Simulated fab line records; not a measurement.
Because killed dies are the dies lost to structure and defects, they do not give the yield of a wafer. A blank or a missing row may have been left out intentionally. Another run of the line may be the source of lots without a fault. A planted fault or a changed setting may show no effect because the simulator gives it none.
Struck lot and sound lot, side by side    flow rit_cmos    14 out of 202 route steps
Sound: the wafers L401.1, L401.4, L401.6. Wafers struck: L404.1, L404.4, L404.6. The cause comes at the end.
Each step with rows lists, per side, the tool, then ch with its chambers, then its first start. Under that, the readings that differ: sound wafers    struck wafers    difference of the means    sigmas: that difference in standard deviations of wafers without a fault.
alike: a reading whose means differ by less than 2 such deviations, as well as words and numbers matching on both sides. not compared: withheld readings; readings where some wafer has no value; bounds like >300 that might hide an equal value; numbers whose values overlap and for which the record gives no deviation.
The two part at a step that has a row with sigmas, a row that says differs or no value, or rows on one side only. Non-overlapping numbers with no deviation appear without sigmas and do not part them. Lack of a reading on every wafer of one side parts them only where that side has two or more wafers.

RIT_ACTIVE_THK_MEAS_02:
  struck on film_metro-04, day 4 05:03; sound on film_metro-01, day 3 14:08
  alike: ACTIVE_OXIDE_THK
then, 1 step without rows for these wafers: RIT_ACTIVE_CVD_03 (deposits Si3N4 from SiH2Cl2/NH3, target thk 150 nm, time 1500 s).
RIT_ACTIVE_THK_MEAS_04:
  struck on film_metro-04, day 4 06:32; sound on film_metro-02, day 3 15:37
  alike: ACTIVE_NITRIDE_THK
then, 6 steps without rows for these wafers: RIT_ACTIVE_HMDS_05 (prime time 60 s); RIT_ACTIVE_COAT_06 (resist thk 1000 nm); RIT_ACTIVE_SOFTBAKE_07 (time 60 s); RIT_ACTIVE_EXPOSE_08 (exposes mask M1, target cd 1400 nm); RIT_ACTIVE_PEB_09; RIT_ACTIVE_DEVELOP_10 (develop time 50 s).
RIT_ACTIVE_CD_MEAS_11: target cd 1400 nm.
  struck on cd_sem-02, day 4 07:43; sound on cd_sem-02, day 3 16:31
  alike: cd_nm
then, 1 step without rows for these wafers: RIT_ACTIVE_HARDBAKE_12 (time 60 s).
RIT_ACTIVE_ETCH_13: etches Si3N4 in SF6, stops on SiO2, time 210 s, target depth 210 nm.
  sound on rie_diel-03 ch 0,1, day 3 16:47; struck on rie_diel-03 ch 0,2,3, day 4 07:59
  alike: chamber_pressure_mTorr, drypump_motor_current_A, oes_product_au, rf_fwd_power_W, throttle_valve_pct
  not compared: rf_hours_counter_h
RIT_ACTIVE_STRIP_14: strips in O2, time 180 s.
  sound on plasma_asher-02 ch 0,1, day 3 16:55; struck on plasma_asher-01 ch 0,1, day 4 08:07
  no value came back on the struck wafers for chamber_pressure_mTorr (mTorr), drypump_motor_current_A (A); on the sound wafers chamber_pressure_mTorr (mTorr) reads 4011 3997 3997
reading                                      sound  struck             difference  sigmas
model.NOVOLAK_of_ACTIVE_COAT_06.thk_nm (nm)  0 0 0  648.1 653.8 644.7  +648.9      
  not compared: rf_hours_counter_h
RIT_ACTIVE_CD_MEAS_90: target cd 1400 nm.
  struck on cd_sem-02, day 4 08:17; sound on cd_sem-01, day 3 17:06
  alike: cd_nm

## WHERE THEY PART
Only at RIT_ACTIVE_STRIP_14, within this record. Later steps at which nothing parts them and some readings are alike: RIT_ACTIVE_CD_MEAS_90.

WHY: what the simulator had put in
Entire step skipped (plasma_asher-01, RIT_ACTIVE_STRIP_14), from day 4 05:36 onward. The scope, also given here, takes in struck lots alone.
